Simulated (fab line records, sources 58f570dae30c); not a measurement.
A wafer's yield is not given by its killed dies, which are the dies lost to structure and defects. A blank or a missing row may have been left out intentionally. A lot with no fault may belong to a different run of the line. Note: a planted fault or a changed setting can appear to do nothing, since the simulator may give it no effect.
The tool behind it: which one?    flow berkeleyCmos170    42 wafers from 14 lots sampled at 4 of the route's 331 steps

## WHAT THE GAUGES READ, wafer by wafer
UCB170_ACTIVE_CD_MEAS_90: target cd 1200 nm. Usual: cdNm 1199.9 nm, standard deviation 1.4.
lot   measured     on        cdNm (nm)             flag
L959  day 5 04:43  cdSem-02  1200.4 1199.9 1200.3  
L958  day 5 10:04  cdSem-02  1200.3 1201.8 1201.6  
L961  day 6 14:38  cdSem-01  1200.1 1200.4 1200.8  
L962  day 6 14:49  cdSem-01  1198.1 1198.1 1198.5  
L963  day 6 15:14  cdSem-01  1198.4 1199.4 1198.5  
L968  day 7 06:25  cdSem-02  1199.7 1199.6 1201.2  
L969  day 7 17:23  cdSem-01  1200.9 1200.7 1202.2  
L972  day 8 09:01  cdSem-02  1198.2 1198.8 1198.9  
L973  day 8 09:11  cdSem-01  1200.7 1200.3 1200.8  
L974  day 8 18:30  cdSem-02  1199.5 1198.9 1198.8  
L978  day 9 11:55  cdSem-01  1198.0 1200.1 1198.3  
L976  day 9 12:12  cdSem-01  1199.5 1197.9 1198.4  
L980  day 9 12:22  cdSem-01  1199.8 1200.8 1198.9  
L977  day 9 12:23  cdSem-02  1198.5 1199.2 1198.7  

UCB170_SACOX_THK_MEAS_02. Usual: SACOX_OXIDE_THK gives 14.41 nm (standard deviation 0.25).
lot   measured      on            SACOX_OXIDE_THK (nm)  flag
L959  day 6 07:24   filmMetro-04  14.11 14.14 13.98     
L958  day 6 07:28   filmMetro-04  13.97 14.46 14.11     
L961  day 7 13:34   filmMetro-01  14.30 14.28 14.29     
L962  day 7 13:32   filmMetro-03  14.81 14.75 14.71     
L963  day 7 13:34   filmMetro-04  14.26 14.20 14.35     
L968  day 8 08:33   filmMetro-04  14.37 14.37 14.24     
L969  day 9 00:16   filmMetro-03  14.28 14.35 14.31     
L972  day 9 12:45   filmMetro-04  14.13 13.94 14.16     
L973  day 9 12:46   filmMetro-01  14.05 13.93 13.97     
L974  day 9 20:57   filmMetro-01  14.50 14.47 14.78     
L978  day 10 13:58  filmMetro-03  14.71 14.68 14.58     
L976  day 10 13:58  filmMetro-04  14.71 14.76 14.91     
L980  day 10 14:01  filmMetro-01  14.81 14.96 14.54     
L977  day 10 14:01  filmMetro-03  14.44 14.48 14.58     

UCB170_GATE_THK_MEAS_02. Usual: GATE_OXIDE_THK gives 6.54 nm (standard deviation 0.11).
lot   measured      on            GATE_OXIDE_THK (nm)  flag
L959  day 7 03:42   filmMetro-01  6.47 6.39 6.34       
L958  day 7 03:42   filmMetro-03  6.52 6.46 6.60       
L961  day 8 12:44   filmMetro-01  6.41 6.56 6.61       
L962  day 8 15:13   filmMetro-04  10.81 10.97 10.79    OFF
L963  day 8 12:47   filmMetro-03  6.53 6.51 6.56       
L968  day 9 16:45   filmMetro-03  10.78 10.68 10.78    OFF
L969  day 10 00:42  filmMetro-04  6.39 6.39 6.25       
L972  day 10 09:42  filmMetro-03  6.60 6.48 6.47       
L973  day 10 09:43  filmMetro-01  6.63 6.47 6.65       
L974  day 10 21:51  filmMetro-01  6.74 6.67 6.57       
L978  day 11 14:16  filmMetro-03  6.51 6.67 6.63       
L976  day 11 14:20  filmMetro-03  6.37 6.62 6.56       
L980  day 11 14:15  filmMetro-04  6.71 6.61 6.80       
L977  day 11 14:15  filmMetro-01  6.46 6.51 6.47       

## WHAT TOOL EACH LOT RAN ON (gives the tool, then ch and the chambers of the sampled wafers, and finally the start)
lot   UCB170_GATE_OXIDATION_01
L959  furnace-04 ch 0, day 7 02:12
L958  furnace-04 ch 0, day 7 02:12
L961  furnace-04 ch 0, day 8 11:14
L962  furnace-04 ch 0, day 8 11:14 and furnace-02 ch 0, day 8 13:38
L963  furnace-04 ch 0, day 8 11:14
L968  furnace-01 ch 0, day 9 09:35
L969  furnace-02 ch 0, day 9 23:08
L972  furnace-04 ch 0, day 10 08:12
L973  furnace-04 ch 0, day 10 08:12
L974  furnace-02 ch 0, day 10 20:21
L978  furnace-01 ch 0, day 11 12:45
L976  furnace-01 ch 0, day 11 12:45
L980  furnace-01 ch 0, day 11 12:45
L977  furnace-01 ch 0, day 11 12:45
- UCB170_GATE_OXIDATION_01: target thk 6.6 nm, ox time 1800 s.

## WHAT THE TOOLS THEMSELVES READ (means of the sampled wafers that have a number; where no wafer has one, the mark that the record gives instead)
UCB170_GATE_OXIDATION_01. Usual: spikeTcCentreC 852.3 C, standard deviation 1.2.
lot   tool                   spikeTcCentreC (C)  flag
L959  furnace-04             851.4               
L958  furnace-04             851.0               
L961  furnace-04             850.9               
L962  furnace-04/furnace-02  852.3               
L963  furnace-04             850.9               
L968  furnace-01             852.8               
L969  furnace-02             852.4               
L972  furnace-04             852.1               
L973  furnace-04             851.8               
L974  furnace-02             852.8               
L978  furnace-01             853.7               
L976  furnace-01             853.2               
L980  furnace-01             852.8               
L977  furnace-01             853.5               

## THE ANSWER, worked out from the rows above alone
Rule: take the mean of a lot's wafers that have a number; if it is more than 3 standard deviations from the usual mean, the lot is off. Also off: a lot with no number at a reading for which 4 or more lots have one. All remaining lots with rows at the step are treated as sound. First the gauges in route order, then the tools' own readings, where a lot's mean is used as printed above. The first step at which some lot is off is used, and at that step the reading that is off furthest; a lot without a number counts as furthest.
Off: L962, L968, seen at UCB170_GATE_THK_MEAS_02 (GATE_OXIDE_THK).
A tool fits if, at a process step before that reading, it ran every lot that is off, and no sound lot after the first of them. The gauges at UCB170_GATE_THK_MEAS_02 are tried like those tools. Not one of the candidates tried fits.

## WHAT HAD BEEN PUT IN BY THE SIMULATOR
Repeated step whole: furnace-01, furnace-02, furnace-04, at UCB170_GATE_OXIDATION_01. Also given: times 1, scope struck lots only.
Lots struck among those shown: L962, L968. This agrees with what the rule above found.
